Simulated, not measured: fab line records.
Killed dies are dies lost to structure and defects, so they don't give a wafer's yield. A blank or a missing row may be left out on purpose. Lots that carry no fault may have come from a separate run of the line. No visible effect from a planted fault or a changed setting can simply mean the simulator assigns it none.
Which tool was responsible?    flow ritCmos    42 wafers from 14 lots sampled at 2 of the route's 202 steps

## WHAT EACH GAUGE READ, for each wafer
RIT_REOX_THK_MEAS_04.
lot   measured     on            REOX_OXIDE_THK (nm)
L990  day 3 05:06  filmMetro-02  25.5 25.4 25.0
L991  day 3 09:01  filmMetro-03  25.2 24.9 24.8
L992  day 3 16:40  filmMetro-02  24.8 25.0 25.2
L993  day 3 19:13  filmMetro-02  25.5 25.0 25.2
L994  day 3 19:13  filmMetro-03  24.5 24.3 24.7
L995  day 4 04:03  filmMetro-03  24.6 24.9 24.9
L996  day 4 06:44  filmMetro-02  24.7 24.7 24.8
L101  day 5 08:53  filmMetro-02  24.0 24.3 24.2
L102  day 5 11:00  filmMetro-02  33.4 33.1 32.9
L105  day 6 04:30  filmMetro-03  32.3 32.7 33.0
L108  day 6 22:24  filmMetro-01  25.2 25.3 25.2
L109  day 7 00:56  filmMetro-01  25.3 25.3 25.1
L112  day 7 14:01  filmMetro-01  25.9 25.3 25.6
L113  day 7 21:08  filmMetro-03  25.5 24.9 25.0

## WHAT TOOL EACH LOT RAN ON (gives the tool, then ch and the chambers of the sampled wafers, and finally the start)
lot   RIT_REOX_OXIDATION_03
L990  furnace-01 ch 0, day 3 02:32
L991  furnace-04 ch 0, day 3 06:28
L992  furnace-04 ch 0, day 3 14:07
L993  furnace-04 ch 0, day 3 16:40
L994  furnace-04 ch 0, day 3 16:40
L995  furnace-03 ch 0, day 4 01:30
L996  furnace-01 ch 0, day 4 04:11
L101  furnace-03 ch 0, day 5 06:20
L102  furnace-04 ch 0, day 5 08:27
L105  furnace-04 ch 0, day 6 01:57
L108  furnace-03 ch 0, day 6 19:50
L109  furnace-03 ch 0, day 6 22:23
L112  furnace-03 ch 0, day 7 11:26
L113  furnace-03 ch 0, day 7 18:35
- RIT_REOX_OXIDATION_03: target thk 25.2 nm, ox time 5580 s.

## WHAT THE TOOLS THEMSELVES READ (means of the sampled wafers that have a number; where no wafer has one, the mark that the record gives instead)
RIT_REOX_OXIDATION_03.
lot   tool        zonePowerCentrePct (%)
L990  furnace-01  43
L991  furnace-04  37
L992  furnace-04  38
L993  furnace-04  38
L994  furnace-04  38
L995  furnace-03  44
L996  furnace-01  43
L101  furnace-03  45
L102  furnace-04  38
L105  furnace-04  37
L108  furnace-03  44
L109  furnace-03  45
L112  furnace-03  44
L113  furnace-03  45

## THE ANSWER, worked out from the rows above alone
Rule: the usual values come from the lots themselves. Put in order of their means at a reading, lots are off if they are a third of the lots or fewer, leave a main group of 4 or more, and stand apart from it by a gap of 3 or more times the standard deviation of the main group's means; of several such gaps the widest counts. If all means in a main group match to the digits the tables above print for the reading, that group is not used. A lot without any number at a reading at which 4 lots or more have one is off too. Where the step has rows for the other lots, those lots are counted as sound. After the gauges, taken in route order, come the tools' own readings; for these a lot's mean is taken, as printed above. At the first step where some lot is off, the reading lying furthest off is the one used; lots without a number count as furthest.
Off: L102, L105, seen at RIT_REOX_THK_MEAS_04 (REOX_OXIDE_THK). Main group: mean 25.0 nm, sd 0.37.
A tool fits if, at a process step before that reading, it ran every lot that is off, and no sound lot after the first of them. Gauges at RIT_REOX_THK_MEAS_04: tried the same way as those tools. One candidate fits, namely furnace-04 at RIT_REOX_OXIDATION_03. Its last sound lot is L993 (day 3 16:40), its first lot that is off L102 (day 5 08:27): a fault that began between those two fits.

## WHAT THE SIMULATOR HAD PUT IN
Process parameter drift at RIT_REOX_OXIDATION_03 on furnace-04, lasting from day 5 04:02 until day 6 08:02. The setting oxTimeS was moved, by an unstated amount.
Struck lots among those shown: L102, L105. The same result came from the rule above.
